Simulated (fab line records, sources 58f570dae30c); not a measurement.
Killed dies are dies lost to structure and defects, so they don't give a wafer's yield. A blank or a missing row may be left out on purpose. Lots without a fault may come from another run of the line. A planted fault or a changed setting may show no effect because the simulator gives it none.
Tool commonality check | flow berkeley_cmos170 | 13 lots, 39 wafers sampled

WHY IT WAS OPENED
At UCB170_PLDD_TW_MEAS_11 the reading PLDD_TW is flagged on 2 of 13 lots. Wafers without a fault read 1012, standard deviation 5.4.
Rule: a lot is flagged when every wafer of it that has a number lies more than 4 standard deviations from that mean, or none has a number. The other lots count as sound.

lot  | measured     | on            | PLDD_TW, wafer by wafer | flag
L368 | day 5 19:33  | film_metro-04 | 1013 1011 1013          |
L369 | day 6 06:34  | film_metro-02 | 1019 1016 1020          |
L370 | day 6 06:47  | film_metro-02 | 1012 1022 1016          |
L371 | day 6 17:31  | film_metro-04 | 1008 1005 1009          |
L372 | day 6 20:52  | film_metro-02 | 1022 1017 1014          |
L375 | day 7 13:32  | film_metro-02 | 1069 1073 1077          | FLAGGED
L377 | day 7 20:06  | film_metro-02 | 1071 1075 1071          | FLAGGED
L384 | day 9 07:52  | film_metro-04 | 999 1003 1005           |
L388 | day 10 08:44 | film_metro-04 | 1013 1020 1011          |
L387 | day 10 09:27 | film_metro-03 | 1013 1007 1005          |
L389 | day 10 09:43 | film_metro-02 | 1014 1016 1025          |
L391 | day 11 00:43 | film_metro-04 | 1010 1013 1010          |
L390 | day 11 00:55 | film_metro-03 | 1003 1010 1012          |
The numbers of the flagged lots are 1073 on average: +61 against the usual, or +11 standard deviations.

WHICH TOOL RAN EACH LOT
The record holds 1 process step before the reading, out of a route of 331 steps. In each cell: the tool, then ch and the chambers that the sampled wafers went through, then the start.
lot  | flag    | UCB170_PLDD_IMPLANT_09
L368 |         | implanter-03 ch 0, day 5 19:19
L369 |         | implanter-02 ch 0, day 6 06:19
L370 |         | implanter-03 ch 0, day 6 06:32
L371 |         | implanter-02 ch 0, day 6 17:16
L372 |         | implanter-04 ch 0, day 6 20:38
L375 | FLAGGED | implanter-02 ch 0, day 7 13:19
L377 | FLAGGED | implanter-02 ch 0, day 7 19:51
L384 |         | implanter-03 ch 0, day 9 07:38
L388 |         | implanter-03 ch 0, day 10 08:29
L387 |         | implanter-04 ch 0, day 10 09:13
L389 |         | implanter-03 ch 0, day 10 09:28
L391 |         | implanter-02 ch 0, day 11 00:29
L390 |         | implanter-04 ch 0, day 11 00:40
What these steps do:
- UCB170_PLDD_IMPLANT_09
- UCB170_PLDD_TW_MEAS_11

FLAGGED OVER TOTAL, TOOL BY TOOL (the gauges that took the reading come last)
step                   | tool          | lots run | flagged | share of the flagged lots | sound lots run after its first flagged lot
UCB170_PLDD_IMPLANT_09 | implanter-02  | 5        | 2       | all                       | 1 (L391)
UCB170_PLDD_IMPLANT_09 | implanter-03  | 5        | 0       | none                      | -
UCB170_PLDD_IMPLANT_09 | implanter-04  | 3        | 0       | none                      | -
UCB170_PLDD_TW_MEAS_11 | film_metro-02 | 6        | 2       | all                       | 1 (L389)
UCB170_PLDD_TW_MEAS_11 | film_metro-03 | 2        | 0       | none                      | -
UCB170_PLDD_TW_MEAS_11 | film_metro-04 | 5        | 0       | none                      | -

WHAT THE TABLE ALLOWS
2 rows of the table ran every flagged lot: implanter-02 at UCB170_PLDD_IMPLANT_09, film_metro-02 at UCB170_PLDD_TW_MEAS_11.
- implanter-02 at UCB170_PLDD_IMPLANT_09: 2 of its 5 lots flagged. Sound lots ran on it after the first flagged one (L391), which a lasting fault on the whole tool wouldn't allow. Its own readings lie more than 4 standard deviations out on every wafer of the flagged lots: dose_ions_cm2, faraday_current_uA.
- film_metro-02 at UCB170_PLDD_TW_MEAS_11: 2 of its 6 lots flagged. Sound lots ran on it after the first flagged one (L389), which a lasting fault on the whole tool wouldn't allow.
No row of the table ran every flagged lot and no sound lot after the first.

WHAT THE SIMULATOR HAD PUT IN
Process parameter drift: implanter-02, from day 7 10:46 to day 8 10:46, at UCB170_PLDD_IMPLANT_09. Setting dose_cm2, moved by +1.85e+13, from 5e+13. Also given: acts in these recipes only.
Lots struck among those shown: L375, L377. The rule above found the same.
